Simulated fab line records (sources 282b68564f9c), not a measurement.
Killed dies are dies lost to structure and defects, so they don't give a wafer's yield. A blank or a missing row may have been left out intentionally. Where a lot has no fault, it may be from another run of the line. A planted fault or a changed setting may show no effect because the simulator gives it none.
What tool caused it? || flow rit-cmos || 14 lots, 42 wafers sampled, at 6 steps of a route of 202

WHAT EACH GAUGE READ, for each wafer
RIT_FOX2_THK_MEAS_90.
{"lot": "L759", "measured": "day 2 16:53", "on": "film-metro-03", "FIELD_OXIDE_LEFT_1_THK (nm)": "314 315 317"}
{"lot": "L760", "measured": "day 2 22:27", "on": "film-metro-02", "FIELD_OXIDE_LEFT_1_THK (nm)": "317 314 311"}
{"lot": "L761", "measured": "day 3 01:24", "on": "film-metro-04", "FIELD_OXIDE_LEFT_1_THK (nm)": "325 326 324"}
{"lot": "L763", "measured": "day 3 13:08", "on": "film-metro-03", "FIELD_OXIDE_LEFT_1_THK (nm)": "317 316 315"}
{"lot": "L764", "measured": "day 3 17:41", "on": "film-metro-04", "FIELD_OXIDE_LEFT_1_THK (nm)": "319 319 321"}
{"lot": "L767", "measured": "day 4 07:19", "on": "film-metro-03", "FIELD_OXIDE_LEFT_1_THK (nm)": "319 312 317"}
{"lot": "L768", "measured": "day 4 12:37", "on": "film-metro-02", "FIELD_OXIDE_LEFT_1_THK (nm)": "313 317 317"}
{"lot": "L769", "measured": "day 4 18:20", "on": "film-metro-03", "FIELD_OXIDE_LEFT_1_THK (nm)": "327 326 325"}
{"lot": "L770", "measured": "day 4 23:43", "on": "film-metro-02", "FIELD_OXIDE_LEFT_1_THK (nm)": "321 330 329"}
{"lot": "L771", "measured": "day 5 03:49", "on": "film-metro-02", "FIELD_OXIDE_LEFT_1_THK (nm)": "322 319 323"}
{"lot": "L773", "measured": "day 5 14:24", "on": "film-metro-02", "FIELD_OXIDE_LEFT_1_THK (nm)": "321 319 321"}
{"lot": "L775", "measured": "day 5 23:46", "on": "film-metro-02", "FIELD_OXIDE_LEFT_1_THK (nm)": "324 315 324"}
{"lot": "L776", "measured": "day 6 04:15", "on": "film-metro-04", "FIELD_OXIDE_LEFT_1_THK (nm)": "323 332 333"}
{"lot": "L777", "measured": "day 6 11:04", "on": "film-metro-02", "FIELD_OXIDE_LEFT_1_THK (nm)": "330 328 328"}

RIT_NWELL_TW_MEAS_10.
{"lot": "L759", "measured": "day 2 18:34", "on": "film-metro-02", "NWELL_TW": "2145 2127 2147"}
{"lot": "L760", "measured": "day 3 00:08", "on": "film-metro-01", "NWELL_TW": "2155 2178 2160"}
{"lot": "L761", "measured": "day 3 03:06", "on": "film-metro-03", "NWELL_TW": "2045 2032 2033"}
{"lot": "L763", "measured": "day 3 14:41", "on": "film-metro-03", "NWELL_TW": "2124 2129 2133"}
{"lot": "L764", "measured": "day 3 19:46", "on": "film-metro-02", "NWELL_TW": "2042 2046 2042"}
{"lot": "L767", "measured": "day 4 08:52", "on": "film-metro-02", "NWELL_TW": "2136 2146 2139"}
{"lot": "L768", "measured": "day 4 14:10", "on": "film-metro-02", "NWELL_TW": "2139 2136 2148"}
{"lot": "L769", "measured": "day 4 19:53", "on": "film-metro-02", "NWELL_TW": "2139 2140 2151"}
{"lot": "L770", "measured": "day 5 01:16", "on": "film-metro-02", "NWELL_TW": "2148 2154 2141"}
{"lot": "L771", "measured": "day 5 05:23", "on": "film-metro-01", "NWELL_TW": "2144 2142 2160"}
{"lot": "L773", "measured": "day 5 15:58", "on": "film-metro-01", "NWELL_TW": "2131 2149 2150"}
{"lot": "L775", "measured": "day 6 01:19", "on": "film-metro-02", "NWELL_TW": "2142 2145 2141"}
{"lot": "L776", "measured": "day 6 05:56", "on": "film-metro-01", "NWELL_TW": "2154 2158 2159"}
{"lot": "L777", "measured": "day 6 12:37", "on": "film-metro-03", "NWELL_TW": "2141 2142 2156"}

RIT_WELLDRIVE_RS_MEAS_01: the measuring method here is four-point-probe.
{"lot": "L759", "measured": "day 3 01:17", "on": "film-metro-03", "NWELL_RS (ohm/sq)": "275.7 276.2 275.8"}
{"lot": "L760", "measured": "day 3 06:50", "on": "film-metro-02", "NWELL_RS (ohm/sq)": "276.4 275.2 276.1"}
{"lot": "L761", "measured": "day 3 09:57", "on": "film-metro-02", "NWELL_RS (ohm/sq)": "301.1 301.6 300.6"}
{"lot": "L763", "measured": "day 3 21:22", "on": "film-metro-02", "NWELL_RS (ohm/sq)": "277.0 276.8 277.8"}
{"lot": "L764", "measured": "day 4 02:35", "on": "film-metro-02", "NWELL_RS (ohm/sq)": "302.9 301.6 302.8"}
{"lot": "L767", "measured": "day 4 16:32", "on": "film-metro-02", "NWELL_RS (ohm/sq)": "276.4 277.0 276.4"}
{"lot": "L768", "measured": "day 4 21:00", "on": "film-metro-01", "NWELL_RS (ohm/sq)": "276.6 275.7 276.3"}
{"lot": "L769", "measured": "day 5 02:39", "on": "film-metro-02", "NWELL_RS (ohm/sq)": "275.3 275.0 275.7"}
{"lot": "L770", "measured": "day 5 08:06", "on": "film-metro-02", "NWELL_RS (ohm/sq)": "276.9 275.0 275.6"}
{"lot": "L771", "measured": "day 5 12:28", "on": "film-metro-02", "NWELL_RS (ohm/sq)": "275.1 276.5 276.0"}
{"lot": "L773", "measured": "day 5 23:02", "on": "film-metro-01", "NWELL_RS (ohm/sq)": "277.0 275.9 276.4"}
{"lot": "L775", "measured": "day 6 08:08", "on": "film-metro-01", "NWELL_RS (ohm/sq)": "277.5 276.3 276.3"}
{"lot": "L776", "measured": "day 6 12:56", "on": "film-metro-02", "NWELL_RS (ohm/sq)": "275.4 275.6 275.4"}
{"lot": "L777", "measured": "day 6 19:26", "on": "film-metro-02", "NWELL_RS (ohm/sq)": "274.6 275.0 275.1"}

RIT_M1_RS_MEAS_01: the measuring method here is four-point-probe.
{"lot": "L759", "measured": "day 4 06:37", "on": "film-metro-01", "M1_AL_RS (ohm/sq)": "0.0767 0.0766 0.0770"}
{"lot": "L760", "measured": "day 4 07:43", "on": "film-metro-04", "M1_AL_RS (ohm/sq)": "0.0723 0.0739 0.0741"}
{"lot": "L761", "measured": "day 4 11:13", "on": "film-metro-01", "M1_AL_RS (ohm/sq)": "0.0757 0.0750 0.0753"}
{"lot": "L763", "measured": "day 4 21:59", "on": "film-metro-01", "M1_AL_RS (ohm/sq)": "0.0741 0.0747 0.0741"}
{"lot": "L764", "measured": "day 5 04:44", "on": "film-metro-01", "M1_AL_RS (ohm/sq)": "0.0745 0.0744 0.0739"}
{"lot": "L767", "measured": "day 5 19:01", "on": "film-metro-01", "M1_AL_RS (ohm/sq)": "0.0735 0.0745 0.0725"}
{"lot": "L768", "measured": "day 5 23:32", "on": "film-metro-04", "M1_AL_RS (ohm/sq)": "0.0747 0.0757 0.0754"}
{"lot": "L769", "measured": "day 6 04:49", "on": "film-metro-01", "M1_AL_RS (ohm/sq)": "0.0751 0.0745 0.0739"}
{"lot": "L770", "measured": "day 6 08:25", "on": "film-metro-04", "M1_AL_RS (ohm/sq)": "0.0756 0.0751 0.0762"}
{"lot": "L771", "measured": "day 6 14:08", "on": "film-metro-04", "M1_AL_RS (ohm/sq)": "0.0757 0.0733 0.0740"}
{"lot": "L773", "measured": "day 6 23:47", "on": "film-metro-01", "M1_AL_RS (ohm/sq)": "0.0763 0.0749 0.0740"}
{"lot": "L775", "measured": "day 7 09:28", "on": "film-metro-01", "M1_AL_RS (ohm/sq)": "0.0756 0.0759 0.0764"}
{"lot": "L776", "measured": "day 8 02:01", "on": "film-metro-03", "M1_AL_RS (ohm/sq)": "0.0741 0.0741 0.0744"}
{"lot": "L777", "measured": "day 8 07:52", "on": "film-metro-01", "M1_AL_RS (ohm/sq)": "0.0755 0.0749 0.0745"}

RIT_M1_OVL_MEAS_10.
{"lot": "L759", "measured": "day 4 07:49", "on": "overlay-01", "M1_OVL (nm)": "-1.4 -3.0 -3.2"}
{"lot": "L760", "measured": "day 4 08:52", "on": "overlay-01", "M1_OVL (nm)": "-0.4 -2.2 -1.1"}
{"lot": "L761", "measured": "day 4 12:26", "on": "overlay-02", "M1_OVL (nm)": "-0.5 -4.1 -2.0"}
{"lot": "L763", "measured": "day 4 23:17", "on": "overlay-01", "M1_OVL (nm)": "-2.0 -3.2 -1.0"}
{"lot": "L764", "measured": "day 5 06:02", "on": "overlay-01", "M1_OVL (nm)": "-0.4 1.6 -0.5"}
{"lot": "L767", "measured": "day 5 20:12", "on": "overlay-01", "M1_OVL (nm)": "1.4 1.0 1.2"}
{"lot": "L768", "measured": "day 6 00:41", "on": "overlay-01", "M1_OVL (nm)": "0.2 -0.8 1.0"}
{"lot": "L769", "measured": "day 6 06:07", "on": "overlay-01", "M1_OVL (nm)": "-1.7 -0.1 -0.7"}
{"lot": "L770", "measured": "day 6 09:45", "on": "overlay-01", "M1_OVL (nm)": "-0.8 0.8 0.5"}
{"lot": "L771", "measured": "day 6 15:26", "on": "overlay-01", "M1_OVL (nm)": "-3.3 -4.5 -5.0"}
{"lot": "L773", "measured": "day 7 01:03", "on": "overlay-02", "M1_OVL (nm)": "-0.7 -2.3 -0.9"}
{"lot": "L775", "measured": "day 7 19:16", "on": "overlay-02", "M1_OVL (nm)": "0.9 -0.3 0.5"}
{"lot": "L776", "measured": "day 8 03:17", "on": "overlay-02", "M1_OVL (nm)": "-0.5 -1.0 0.8"}
{"lot": "L777", "measured": "day 8 09:03", "on": "overlay-01", "M1_OVL (nm)": "0.0 -0.6 -0.2"}

TOOL THAT RAN EACH LOT (tool first, then ch and the chambers of the sampled wafers, then the start)
{"lot": "L759", "RIT_NWELL_IMPLANT_08": "implanter-04 ch 0, day 2 18:16"}
{"lot": "L760", "RIT_NWELL_IMPLANT_08": "implanter-04 ch 0, day 2 23:50"}
{"lot": "L761", "RIT_NWELL_IMPLANT_08": "implanter-04 ch 0, day 3 02:47"}
{"lot": "L763", "RIT_NWELL_IMPLANT_08": "implanter-02 ch 0, day 3 14:21"}
{"lot": "L764", "RIT_NWELL_IMPLANT_08": "implanter-04 ch 0, day 3 19:27"}
{"lot": "L767", "RIT_NWELL_IMPLANT_08": "implanter-02 ch 0, day 4 08:32"}
{"lot": "L768", "RIT_NWELL_IMPLANT_08": "implanter-02 ch 0, day 4 13:52"}
{"lot": "L769", "RIT_NWELL_IMPLANT_08": "implanter-02 ch 0, day 4 19:35"}
{"lot": "L770", "RIT_NWELL_IMPLANT_08": "implanter-02 ch 0, day 5 00:58"}
{"lot": "L771", "RIT_NWELL_IMPLANT_08": "implanter-02 ch 0, day 5 05:04"}
{"lot": "L773", "RIT_NWELL_IMPLANT_08": "implanter-02 ch 0, day 5 15:40"}
{"lot": "L775", "RIT_NWELL_IMPLANT_08": "implanter-04 ch 0, day 6 00:59"}
{"lot": "L776", "RIT_NWELL_IMPLANT_08": "implanter-04 ch 0, day 6 05:36"}
{"lot": "L777", "RIT_NWELL_IMPLANT_08": "implanter-04 ch 0, day 6 12:17"}
- RIT_NWELL_IMPLANT_08

WHAT THE TOOLS THEMSELVES READ (means of the sampled wafers that have a number; where no wafer has one, the mark that the record gives instead)
RIT_NWELL_IMPLANT_08.
{"lot": "L759", "tool": "implanter-04", "dose-ions-cm2": 5e+13, "faraday-current-uA": 154}
{"lot": "L760", "tool": "implanter-04", "dose-ions-cm2": 5e+13, "faraday-current-uA": 157}
{"lot": "L761", "tool": "implanter-04", "dose-ions-cm2": 4e+13, "faraday-current-uA": 137}
{"lot": "L763", "tool": "implanter-02", "dose-ions-cm2": 5e+13, "faraday-current-uA": 156}
{"lot": "L764", "tool": "implanter-04", "dose-ions-cm2": 4e+13, "faraday-current-uA": 138}
{"lot": "L767", "tool": "implanter-02", "dose-ions-cm2": 5e+13, "faraday-current-uA": 158}
{"lot": "L768", "tool": "implanter-02", "dose-ions-cm2": 5e+13, "faraday-current-uA": 159}
{"lot": "L769", "tool": "implanter-02", "dose-ions-cm2": 5e+13, "faraday-current-uA": 158}
{"lot": "L770", "tool": "implanter-02", "dose-ions-cm2": 5e+13, "faraday-current-uA": 157}
{"lot": "L771", "tool": "implanter-02", "dose-ions-cm2": 5e+13, "faraday-current-uA": 159}
{"lot": "L773", "tool": "implanter-02", "dose-ions-cm2": 5e+13, "faraday-current-uA": 157}
{"lot": "L775", "tool": "implanter-04", "dose-ions-cm2": 5e+13, "faraday-current-uA": 158}
{"lot": "L776", "tool": "implanter-04", "dose-ions-cm2": 5e+13, "faraday-current-uA": 160}
{"lot": "L777", "tool": "implanter-04", "dose-ions-cm2": 5e+13, "faraday-current-uA": 161}

THE ANSWER, worked out from the rows above alone
Rule: the usual values come from the lots themselves. Put in order of their means at a reading, lots are off if they are a third of the lots or fewer, leave a main group of 4 or more, and stand apart from it by a gap of 3 or more times the standard deviation of the main group's means; of several such gaps the widest counts. Not used: any main group whose means are identical at the precision the tables above print for the reading. A lot without any number at a reading at which 4 lots or more have one is off too. All remaining lots with rows at the step are treated as sound. Order of review: gauges by route order, followed by the tools' own readings, for which a lot's mean as printed above is used. At the first step where some lot is off, the reading lying furthest off is the one used; lots without a number count as furthest.
Off: L761, L764, at RIT_NWELL_TW_MEAS_10 (NWELL_TW). For the main group the mean is 2145 and the standard deviation 8.6.
A tool fits if, at a process step before that reading, it ran every lot that is off, and no sound lot after the first of them. Not tried: the gauges at RIT_NWELL_TW_MEAS_10; whatever is off there is also off at RIT_NWELL_IMPLANT_08, on other tools, and gauge error can't account for it. No candidate that was tried fits.

WHAT THE SIMULATOR HAD PUT IN
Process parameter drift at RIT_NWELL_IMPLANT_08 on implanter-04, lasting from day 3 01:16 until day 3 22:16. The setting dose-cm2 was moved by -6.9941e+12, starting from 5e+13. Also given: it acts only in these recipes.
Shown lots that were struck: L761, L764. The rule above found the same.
